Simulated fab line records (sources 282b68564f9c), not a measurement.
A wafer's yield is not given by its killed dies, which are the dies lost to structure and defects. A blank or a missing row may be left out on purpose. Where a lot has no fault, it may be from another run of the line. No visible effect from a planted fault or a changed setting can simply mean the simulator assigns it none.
Problem report, 8D (eight disciplines) form, completed by code	flow rit cmos	the parts of the form that need people (team, actions taken, sign-off) are left out

== 1. THE PROBLEM ==
Mean SPACER_NITRIDE_THK at RIT_SPACER_THK_MEAS_04: 271.1 nm over 6 wafers in 2 lots; fault-free wafers: 251.7 nm, standard deviation 2.5. Relative to the usual mean, that is a shift of +7.8 standard deviations.
Seen first at day 6 13:50 on film metro-02, wafer L622.2. The record holds 42 wafers of 14 lots with a number at this step. Rule for "out", or "out of limits": more than 4 standard deviations from the usual mean. The rest of the wafers with a number are treated as sound.

== 2. WHAT IT IS; WHAT IT IS NOT ==
question	is	is not
which readings at this step	SPACER_NITRIDE_THK	-
which lots	L622, L623	L605, L606, L608, L609, L610, L611, L612, L613, L615, L621, L624, L626
which wafers of those lots	all that have a number	-
read on which gauges	film metro-02	film metro-01, film metro-04
when	from day 6 13:50	up to then (30 sound wafers); but 6 sound wafers of L624, L626 came after

== 3. SUSPECTS, AND WHAT RULES EACH OUT ==
Counting: a tool stays on the suspect list if, at a process step up to the reading, it processed all lots that are out and no sound lot following the first of them.
- the gauge at RIT_SPACER_THK_MEAS_04: kept. All the wafers that are out were read on film metro-02, and no step on other tools shows them out.
- lpcvd-01 at RIT_SPACER_CVD_03 (deposits Si3N4 from SiH2Cl2/NH3, target thk 250 nm, time 3300 s): kept. It ran every lot that is out, first L622 (day 6 11:55), and no sound lot after that; its last sound lot up to then is L615 (day 5 05:03).
The count leaves film metro-02 at RIT_SPACER_THK_MEAS_04 and lpcvd-01 at RIT_SPACER_CVD_03.

== 4. THE CAUSE (what the simulator had put in) ==
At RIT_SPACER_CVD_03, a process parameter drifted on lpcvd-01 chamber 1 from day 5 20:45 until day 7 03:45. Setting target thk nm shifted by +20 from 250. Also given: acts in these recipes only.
2 suspects survive the count, and this tool is in that group.

== 5. THE EFFECT CHAIN, in route order ==
Each row: a reading where the mean over the struck wafers with a number is more than 3 standard deviations away from the usual. Scope: only readings with a usual standard deviation given in the record; hours: median across lots of the time from each lot's start at the first step in this table that gives one to its start at this step; sigmas: change in usual standard deviations.
hours	step	reading	usual	on struck wafers	change	sigmas
0	RIT_SPACER_THK_MEAS_04	SPACER_NITRIDE_THK	251.7 nm	271.1	+19.4	+7.8
0	RIT_SPACER_ETCHBACK_05	oes product au	0.849 a.u.	0.902	+0.053	+3.5
Process steps it contains:
- RIT_SPACER_ETCHBACK_05: etches Si3N4 in SF6/CHF3, stops on SiO2, target depth 250 nm, time 240 s.

== 6. HOW IT WOULD HAVE BEEN CAUGHT EARLIER ==
The first out-of-limits reading at a measuring or inspecting step in this record came at day 6 13:50, 17 hours after the fault's start at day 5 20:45.
No tool reading at RIT_SPACER_CVD_03 that has a usual standard deviation in the record was out on any struck wafer, so an alarm limit of 4 standard deviations on those readings would not have fired.
Of the lots that are out (2), L623 began RIT_SPACER_CVD_03 on lpcvd-01 after day 6 13:50. A hold on the tool at that time would have spared it.
